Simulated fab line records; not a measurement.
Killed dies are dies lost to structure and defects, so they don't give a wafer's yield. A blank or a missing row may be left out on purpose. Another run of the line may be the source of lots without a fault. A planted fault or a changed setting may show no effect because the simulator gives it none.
2 desks looking at one fault ; flow berkeleyCmos170 ; every desk sees just its own numbers, and what lay behind them comes last

FOR THE TOOL OWNER'S DESK: krfScanner-01
The tool's own readings at UCB170_M3_EXPOSE_12 (exposes mask METAL3, target cd 700 nm): means of the sampled wafers that have a number, for each lot that ran on this tool. If a lot's mean is further than 4 standard deviations from the usual mean, the lot is out of limits and carries the mark OUT (the distance appears in the brackets).
Columns: A = exposureDoseMJCm2 at UCB170_M3_EXPOSE_12, usual 25.967
lot;first seen here;A
L733;day 10 01:22;25.934
L734;day 10 21:08;25.952
L737;day 11 13:17;25.978
L736;day 11 15:19;25.980
L738;day 11 20:11;25.961
L742;day 12 10:02;25.851 (-4.5) OUT
This desk's finding: out of limits on L742; first on L742, day 12 10:02 (exposureDoseMJCm2 at UCB170_M3_EXPOSE_12). L733, L734, L737, L736, L738: within limits.

THE METROLOGY DESK
Means of the sampled wafers that have a number, per lot and without regard to the tool the lot ran on: this is what the gauges read. If a lot's mean is further than 4 standard deviations from the usual mean, the lot is out of limits and carries the mark OUT (the distance appears in the brackets).
Columns: A = INCOMING_BOW at UCB170_START_BOW_MEAS_00, usual 0 um; B = CONTACT_OVL at UCB170_CONTACT_OVL_MEAS_16, usual 1 nm
lot;first seen here;A;B
L731;day 1 10:00;-0;-2
L732;day 1 15:00;-4;-1
L733;day 1 20:00;6;5
L734;day 2 01:01;6;5
L736;day 2 11:02;-3;3
L737;day 2 16:00;2;-5
L738;day 2 21:06;3;9
L740;day 3 07:00;-6;-2
L741;day 3 12:02;-1;3
L742;day 3 17:00;7;8
L747;day 4 18:01;-0;-6
L750;day 5 09:01;4;-3
L753;day 6 00:00;-4;-6
This desk's finding: nothing out of limits on any of the 13 lots.

BROUGHT TOGETHER
The tool owner's desk could have raised an alarm at day 12 10:02, on L742.
From the metrology desk's view, nothing was out of limits.
The metrology desk holds a record of L742, inside its limits.
UCB170_M3_EXPOSE_12 was run on krfScanner-01 by each of the lots named.

WHAT THE SIMULATOR HAD INSERTED
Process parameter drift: krfScanner-01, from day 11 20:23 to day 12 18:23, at UCB170_M3_EXPOSE_12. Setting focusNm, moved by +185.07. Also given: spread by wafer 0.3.
Shown lots that were struck: L742.
How many hours passed from the start of the fault until each desk's first out-of-limits reading: the tool owner's desk, 14.
